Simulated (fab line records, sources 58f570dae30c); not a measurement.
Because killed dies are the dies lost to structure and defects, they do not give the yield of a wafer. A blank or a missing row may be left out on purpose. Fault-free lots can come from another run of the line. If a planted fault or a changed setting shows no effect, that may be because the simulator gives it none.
The same fault as seen by 2 desks || flow berkeley-cmos170 || each desk holds nothing but its own numbers, with what lay behind them at the end

== FOR THE TOOL OWNER'S DESK: plasma-asher-03 ==
The tool's own readings at UCB170_GATE_STRIP_16 (strips in O2): means of the sampled wafers that have a number, for each lot that ran on this tool. A lot is out of limits, marked OUT, if its mean lies more than 4 standard deviations from the usual mean; the brackets give that distance.
Columns: A = drypump-motor-current-A at UCB170_GATE_STRIP_16, usual 5.2 A; B = oes-product-au at UCB170_GATE_STRIP_16, usual 0.725 a.u.
{"lot": "L309", "first seen here": "day 7 11:39", "A": 4.8, "B": 0.726}
{"lot": "L313", "first seen here": "day 8 07:51", "A": 4.9, "B": 0.727}
{"lot": "L316", "first seen here": "day 9 00:42", "A": 4.9, "B": 0.726}
{"lot": "L318", "first seen here": "day 9 23:21", "A": 5.0, "B": 0.728}
{"lot": "L322", "first seen here": "day 10 04:38", "A": 4.9, "B": 0.725}
This desk found nothing out of limits on any of the 5 lots.

== FROM THE METROLOGY DESK ==
Means of the sampled wafers that have a number, per lot and without regard to the tool the lot ran on: this is what the gauges read. A lot is out of limits, marked OUT, if its mean lies more than 4 standard deviations from the usual mean; the brackets give that distance.
Columns: A = cd-nm at UCB170_V1_CD_MEAS_90, usual 699.4 nm; B = M2_AL_RS at UCB170_M2_RS_MEAS_02, usual 0.0323 ohm/sq; C = M2_OVL at UCB170_M2_OVL_MEAS_16, usual 2 nm
{"lot": "L309", "first seen here": "day 8 15:05", "A": 698.9, "B": 0.0319, "C": 9}
{"lot": "L310", "first seen here": "day 8 16:13", "A": 700.6, "B": 0.0326, "C": -4}
{"lot": "L308", "first seen here": "day 8 17:15", "A": 700.6, "B": 0.0320, "C": 6}
{"lot": "L312", "first seen here": "day 8 21:44", "A": 698.4, "B": 0.0327, "C": 4}
{"lot": "L314", "first seen here": "day 9 12:17", "A": 698.1, "B": 0.0324, "C": -5}
{"lot": "L313", "first seen here": "day 9 13:37", "A": 698.8, "B": 0.0319, "C": 7}
{"lot": "L316", "first seen here": "day 10 12:19", "A": 702.0, "B": 0.0325, "C": -6}
{"lot": "L315", "first seen here": "day 10 13:25", "A": 699.1, "B": 0.0323, "C": -7}
{"lot": "L318", "first seen here": "day 11 06:34", "A": 700.0, "B": 0.0321, "C": 15}
{"lot": "L322", "first seen here": "day 11 09:47", "A": 697.6, "B": 0.0319, "C": -4}
{"lot": "L325", "first seen here": "day 11 21:06", "A": 698.6, "B": 0.0321, "C": -2}
{"lot": "L326", "first seen here": "day 11 22:49", "A": 700.7, "B": 0.0330, "C": 7}
{"lot": "L330", "first seen here": "day 12 22:49", "A": 696.0, "B": 0.0326, "C": 6}
{"lot": "L329", "first seen here": "day 13 01:49", "A": 699.5, "B": 0.0328, "C": 1}
This desk found nothing out of limits on any of the 14 lots.

== PUT TOGETHER ==
Nothing out of limits was seen by the tool owner's desk.
At the metrology desk, nothing out of limits was observed.

== WHAT HAD BEEN PUT IN BY THE SIMULATOR ==
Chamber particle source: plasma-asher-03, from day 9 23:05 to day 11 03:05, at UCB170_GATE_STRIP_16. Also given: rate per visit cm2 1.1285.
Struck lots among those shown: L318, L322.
